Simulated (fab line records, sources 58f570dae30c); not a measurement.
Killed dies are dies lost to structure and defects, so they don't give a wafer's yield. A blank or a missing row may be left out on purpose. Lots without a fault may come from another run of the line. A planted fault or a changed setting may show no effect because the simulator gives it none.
Split-lot experiment | flow berkeley_cmos170 | 5 lots, 23 wafers read, on a route of 331 steps

THE SPLIT
At UCB170_V1_PEB_10, the setting peb_temp_c was moved away from the recipe's 130 C on 10 of the 23 wafers read, by -2.4% to +1.4%. The other wafers ran this setting at the recipe's value.

FROM THE SPLIT TO THE READING: what the file shows between them, 4 steps
- UCB170_V1_DEVELOP_11: develop time 45 s
- UCB170_V1_CD_MEAS_12: target cd 700 nm
- UCB170_V1_ETCH_14: etches SiO2 in CHF3/CF4/Ar, stops on Al, target depth 1250 nm, time 291 s (also split here: time_s)
- UCB170_V1_STRIP_15: strips in O2

THE READING
cd_nm, in nm, at UCB170_V1_CD_MEAS_90 (target cd 700 nm). Fault-free wafers of this fab line usually give 699.2 nm, standard deviation 1.6 nm.

wafer  | tool, chamber at the split | peb_temp_c as run, C | against the recipe | cd_nm, nm | against lot-mates on the recipe
L075.2 | litho_track-01, 0          | 131.8                | +1.4%              | 710.7     | +12.2
L075.3 | litho_track-01, 0          | 130                  | recipe             | 699.2     | -
L075.4 | litho_track-01, 0          | 131.8                | +1.4%              | 711.2     | +12.7
L075.5 | litho_track-01, 0          | 131.8                | +1.4%              | 711.0     | +12.5
L075.6 | litho_track-01, 0          | 130                  | recipe             | 697.9     | -
L076.1 | litho_track-01, 0          | 130                  | recipe             | 696.3     | -
L076.2 | litho_track-01, 0          | 131.4                | +1.1%              | 706.8     | +9.2
L076.4 | litho_track-01, 0          | 131.4                | +1.1%              | 708.1     | +10.5
L076.5 | litho_track-01, 0          | 130                  | recipe             | 697.0     | -
L076.6 | litho_track-01, 0          | 130                  | recipe             | 699.6     | -
L079.1 | litho_track-02, 0          | 130                  | recipe             | 699.6     | -
L079.4 | litho_track-02, 0          | 130                  | recipe             | 701.1     | -
L079.6 | litho_track-02, 0          | 130                  | recipe             | 700.9     | -
L081.1 | litho_track-04, 0          | 126.9                | -2.4%              | 676.8     | -23.0
L081.2 | litho_track-04, 0          | 130                  | recipe             | 700.9     | -
L081.3 | litho_track-04, 0          | 130                  | recipe             | 698.7     | -
L081.4 | litho_track-04, 0          | 126.9                | -2.4%              | 678.4     | -21.4
L081.5 | litho_track-04, 0          | 126.9                | -2.4%              | 678.4     | -21.4
L084.1 | litho_track-01, 0          | 130                  | recipe             | 698.8     | -
L084.2 | litho_track-01, 0          | 127.6                | -1.8%              | 683.2     | -16.7
L084.3 | litho_track-01, 0          | 130                  | recipe             | 700.4     | -
L084.5 | litho_track-01, 0          | 130                  | recipe             | 700.5     | -
L084.6 | litho_track-01, 0          | 127.6                | -1.8%              | 680.8     | -19.1

THE FIT
A straight line over all 23 wafers: cd_nm changes by +8.82 nm for each +1% of peb_temp_c; r = +0.99; the points scatter about the line by 1.3 nm.
The same after taking each lot's own level away (the mean of its wafers on the recipe; 23 wafers): +9.24 nm for each +1%; r = +1.00; scatter 0.97 nm.
On that fit, the largest move of peb_temp_c shifts the reading by 22 nm.
The lots' own levels span 697.63 to 700.53 nm, that is 1.8 times the standard deviation above.
So the lot-to-lot level changes the slope little: the two slopes agree.
Check: with one of the wafers moved furthest among these (-2.4%) left out of the fit, the line predicts -21.9 nm for it against its lot-mates. It came out at -23 nm against them.

OTHER SPLITS ON THESE WAFERS
These wafers also went through other splits before the reading. Each is held against what the fit with the lots' levels taken away leaves over:
other split on the same wafers   | wafers away from the commonest value | r with cd_nm (lot level and that fit taken away)
UCB170_PLDD_SOFTBAKE_02 time_s   | 12                                   | +0.06
UCB170_NLDD_PEB_04 peb_temp_c    | 7                                    | -0.06
UCB170_PSD_PEB_04 peb_temp_c     | 8                                    | +0.26
UCB170_BACKSIDE_STRIP_03 power_w | 10                                   | -0.04
UCB170_M1_PEB_07 peb_temp_c      | 10                                   | -0.16
UCB170_V1_CVD_00 time_s          | 6                                    | -0.13
UCB170_V1_ETCH_14 time_s         | 7                                    | +0.17

THE WHOLE CHAIN: every reading that the file lists as answering this split, in the file's order
step                 | what it does                                                              | reading                                                   | change (the file's fit)              | r (the file's)
UCB170_V1_CD_MEAS_12 | target cd 700 nm                                                          | cd_nm                                                     | +9.08 nm for each +1% of the setting | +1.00
UCB170_V1_ETCH_14    | etches SiO2 in CHF3/CF4/Ar, stops on Al, target depth 1250 nm, time 291 s | V1.cd_nm (the simulator's own value, which no gauge read) | +9.21 nm for each +1% of the setting | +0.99
UCB170_V1_CD_MEAS_90 | target cd 700 nm                                                          | cd_nm                                                     | +9.3 nm for each +1% of the setting  | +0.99

THE FILE'S OWN FIT
cd_nm changes by +9.3 nm for each +1% of peb_temp_c, r = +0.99.
